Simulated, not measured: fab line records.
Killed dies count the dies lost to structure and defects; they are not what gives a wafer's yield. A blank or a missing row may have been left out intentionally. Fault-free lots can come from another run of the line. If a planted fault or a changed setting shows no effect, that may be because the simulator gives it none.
Which of the tools did it? | flow rit cmos | 11 lots with 33 wafers sampled at 2 steps, on a route of 202 steps

WHAT EACH GAUGE READ, for each wafer
RIT_M1_CD_MEAS_90: target cd 2600 nm.
lot  | measured    | on        | cd nm (nm)
L295 | day 3 09:13 | cd sem-02 | 2598.8 2599.3 2599.5
L302 | day 5 00:30 | cd sem-01 | 2619.1 2616.7 2618.3
L306 | day 5 21:12 | cd sem-02 | 2619.4 2616.7 2616.9
L308 | day 6 04:40 | cd sem-02 | 2596.4 2599.4 2598.8
L310 | day 6 11:37 | cd sem-02 | 2602.3 2605.6 2604.8
L311 | day 6 17:20 | cd sem-02 | 2605.7 2604.9 2603.3
L312 | day 6 23:29 | cd sem-02 | 2601.2 2603.8 2602.2
L313 | day 7 06:08 | cd sem-02 | 2605.3 2603.2 2606.4
L314 | day 7 10:52 | cd sem-01 | 2605.1 2606.2 2602.6
L316 | day 8 00:03 | cd sem-02 | 2601.5 2602.6 2599.9
L317 | day 8 00:18 | cd sem-02 | 2603.5 2604.0 2601.7

TOOL THAT RAN EACH LOT (tool first, then ch and the chambers of the sampled wafers, then the start)
lot  | RIT_M1_METAL_ETCH_12
L295 | rie metal-04 ch 0,1, day 3 08:41
L302 | rie metal-03 ch 0, day 4 23:58
L306 | rie metal-03 ch 0, day 5 20:41
L308 | rie metal-01 ch 0,1, day 6 04:10
L310 | rie metal-04 ch 1, day 6 10:56
L311 | rie metal-01 ch 0,1, day 6 16:50
L312 | rie metal-04 ch 0,1, day 6 22:57
L313 | rie metal-01 ch 0,1, day 7 05:38
L314 | rie metal-04 ch 0,1, day 7 10:20
L316 | rie metal-01 ch 0,1, day 7 23:31
L317 | rie metal-04 ch 0,1, day 7 23:46
- RIT_M1_METAL_ETCH_12: etches Al in Cl2/BCl3, stops on SiO2, time 165 s, target depth 600 nm.

WHAT THE TOOLS THEMSELVES READ (means of the sampled wafers that have a number; where no wafer has one, the mark that the record gives instead)
RIT_M1_METAL_ETCH_12.
lot  | tool         | drypump motor current A (A) | oes product au (a.u.) | rf fwd power W (W) | throttle valve pct (%)
L295 | rie metal-04 | 5.68                        | 0.781                 | 249.2              | 8.36
L302 | rie metal-03 | 6.09                        | 0.739                 | 149.8              | 8.33
L306 | rie metal-03 | 6.12                        | 0.737                 | 148.9              | 8.32
L308 | rie metal-01 | 6.12                        | 0.783                 | 249.3              | 8.17
L310 | rie metal-04 | 5.51                        | 0.777                 | 250.3              | 8.31
L311 | rie metal-01 | 6.14                        | 0.781                 | 249.3              | 8.18
L312 | rie metal-04 | 5.58                        | 0.773                 | 248.8              | 8.33
L313 | rie metal-01 | 6.14                        | 0.784                 | 248.8              | 8.16
L314 | rie metal-04 | 5.59                        | 0.774                 | 248.1              | 8.34
L316 | rie metal-01 | 6.14                        | 0.779                 | 248.7              | 8.17
L317 | rie metal-04 | 5.60                        | 0.773                 | 248.3              | 8.33

THE ANSWER, worked out from the rows above alone
Rule: the lots themselves supply what counts as usual. The widest of any qualifying gaps counts: lots, ordered by their means at a reading, are off when they make up no more than a third of the lots, leave a main group of 4 or more, and stand apart from it by 3 or more times the standard deviation of that group's means. Not used: any main group whose means are identical at the precision the tables above print for the reading. A lot without any number at a reading at which 4 lots or more have one is off too. Any other lot the step has rows for is counted as sound. The gauges are gone through in route order, then the tools' own readings, and for those a lot's mean is taken as printed above. The first step at which some lot is off is used, and at that step the reading that is off furthest; a lot without a number counts as furthest.
Off at RIT_M1_CD_MEAS_90 (cd nm): L302, L306. Mean 2602.5 nm and standard deviation 2.3 in the main group.
A tool fits if, at a process step before that reading, it ran every lot that is off, and no sound lot after the first of them. The gauges at RIT_M1_CD_MEAS_90 aren't tried: what is off there is off at RIT_M1_METAL_ETCH_12 too, on other tools, and a gauge's error can't cause that. One candidate fits, namely rie metal-03 at RIT_M1_METAL_ETCH_12. It ran no sound lot before its first lot that is off in this sample, so the start can't be narrowed down.
The tool's own readings at RIT_M1_METAL_ETCH_12 bear it out: on the lots that are off they differ by more than 5 times the standard deviation of the sound lots' means. oes product au reads 0.738 a.u. there against 0.778 a.u. on the sound lots; rf fwd power W reads 149.4 W there against 249.0 W on the sound lots.

WHAT THE SIMULATOR PUT IN
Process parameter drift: rie metal-03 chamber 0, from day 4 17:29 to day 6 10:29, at RIT_M1_METAL_ETCH_12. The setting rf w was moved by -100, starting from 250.
Shown lots that were struck: L302, L306. The rule above reached the same finding.
